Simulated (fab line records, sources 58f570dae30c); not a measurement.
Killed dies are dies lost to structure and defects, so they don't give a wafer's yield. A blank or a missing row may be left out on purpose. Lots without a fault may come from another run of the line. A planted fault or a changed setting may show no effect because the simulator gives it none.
One fault seen from 2 desks | flow berkeley_cmos170 | each desk has only its own numbers; what lay behind them comes last

THE TOOL OWNER'S DESK: rie_metal-01
The tool's own readings at UCB170_M1_METAL_ETCH_12 (etches Al in Cl2/BCl3, stops on PSG, target depth 780 nm, time 130 s): means of the sampled wafers that have a number, for each lot that ran on this tool. A lot is out of limits, marked OUT, if its mean lies more than 4 standard deviations from the usual mean; the brackets give that distance.
Columns: A = bcl3_flow_sccm at UCB170_M1_METAL_ETCH_12, usual 45.01 sccm; B = chamber_pressure_mTorr at UCB170_M1_METAL_ETCH_12, usual 12.000 mTorr; C = drypump_motor_current_A at UCB170_M1_METAL_ETCH_12, usual 5.6 A; D = oes_product_au at UCB170_M1_METAL_ETCH_12, usual 0.850 a.u.; E = throttle_valve_pct at UCB170_M1_METAL_ETCH_12, usual 24.4 %
lot  | first seen here | A     | B      | C   | D                | E
L899 | day 8 09:02     | 45.00 | 11.994 | 5.9 | 0.862            | 24.8
L901 | day 8 23:26     | 45.08 | 12.002 | 5.9 | 0.861            | 24.8
L907 | day 10 04:23    | 44.98 | 12.000 | 5.9 | 0.909            | 24.8
L910 | day 10 21:58    | 45.07 | 12.001 | 6.2 | 0.917 (+4.5) OUT | 24.8
This desk's finding: out of limits on L910; first on L910, day 10 21:58 (oes_product_au at UCB170_M1_METAL_ETCH_12). In limits: L899, L901, L907.

THE METROLOGY DESK
What the gauges read, lot by lot, whatever tool the lot ran on: means of the sampled wafers that have a number. A lot is out of limits, marked OUT, if its mean lies more than 4 standard deviations from the usual mean; the brackets give that distance.
Columns: A = M1_AL_RS at UCB170_M1_RS_MEAS_01, usual 0.0484 ohm/sq; B = M1_AL_THK at UCB170_M1_THK_MEAS_02, usual 595 nm; C = cd_nm at UCB170_M1_CD_MEAS_09, usual 700.2 nm; D = M1_OVL at UCB170_M1_OVL_MEAS_10, usual 3 nm
lot  | first seen here | A      | B   | C     | D
L899 | day 8 05:53     | 0.0481 | 598 | 699.8 | 0
L901 | day 8 21:50     | 0.0482 | 598 | 699.1 | 6
L907 | day 10 02:48    | 0.0482 | 593 | 701.0 | 4
L910 | day 10 20:29    | 0.0488 | 586 | 696.7 | 5
L913 | day 11 08:30    | 0.0483 | 598 | 700.7 | 2
L915 | day 11 18:58    | 0.0485 | 591 | 700.3 | 10
This desk's finding: nothing out of limits on any of the 6 lots.

PUT TOGETHER
The tool owner's desk could have raised an alarm at day 10 21:58, on L910.
The metrology desk saw nothing out of limits.
The metrology desk has L910 on record, within its limits.
Of the lots named, all ran UCB170_M1_METAL_ETCH_12 on rie_metal-01.

WHAT THE SIMULATOR HAD PUT IN
Process parameter drift: rie_metal-01, from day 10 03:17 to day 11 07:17, at UCB170_M1_METAL_ETCH_12. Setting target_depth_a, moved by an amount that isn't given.
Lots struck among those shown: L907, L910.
Hours from the fault's start to each desk's first reading out of limits: the tool owner's desk, 19.
